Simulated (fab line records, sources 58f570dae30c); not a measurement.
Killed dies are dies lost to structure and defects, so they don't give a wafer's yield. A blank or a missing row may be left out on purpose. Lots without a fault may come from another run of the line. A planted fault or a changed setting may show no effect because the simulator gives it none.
Which tool did it? | flow berkeley_cmos170 | 6 lots, 18 wafers sampled, at 1 step of a route of 331

WHAT THE GAUGES READ, wafer by wafer
UCB170_V1_CD_MEAS_90: target cd 700 nm.
lot  | measured     | on        | cd_nm (nm)
L891 | day 8 15:49  | cd_sem-01 | 698.6 701.0 698.1
L893 | day 9 03:37  | cd_sem-02 | 699.5 696.6 699.6
L898 | day 10 09:04 | cd_sem-02 | 701.7 700.8 701.8
L906 | day 11 11:47 | cd_sem-02 | 697.9 698.1 699.5
L908 | day 12 02:20 | cd_sem-02 | 699.0 699.3 699.6
L909 | day 12 14:05 | cd_sem-01 | 697.7 698.4 700.0

WHICH TOOL RAN EACH LOT (tool, then ch and the chambers of the sampled wafers, then the start)
The record holds no process step before these readings.

THE ANSWER, worked out from the rows above alone
Rule: what is usual is taken from the lots themselves. Put in order of their means at a reading, lots are off if they are a third of the lots or fewer, leave a main group of 4 or more, and stand apart from it by a gap of 3 or more times the standard deviation of the main group's means; of several such gaps the widest counts. A main group whose means are all the same, to the digits that the tables above print for the reading, isn't used. A lot without any number at a reading at which 4 lots or more have one is off too. The other lots that the step has rows for count as sound.
Off: L898, at UCB170_V1_CD_MEAS_90 (cd_nm). The main group: mean 698.9 nm, standard deviation 0.34.
A tool fits if, at a process step before that reading, it ran every lot that is off, and no sound lot after the first of them. The gauges at UCB170_V1_CD_MEAS_90 are tried like those tools. None of those tried fits.

WHAT THE SIMULATOR HAD PUT IN
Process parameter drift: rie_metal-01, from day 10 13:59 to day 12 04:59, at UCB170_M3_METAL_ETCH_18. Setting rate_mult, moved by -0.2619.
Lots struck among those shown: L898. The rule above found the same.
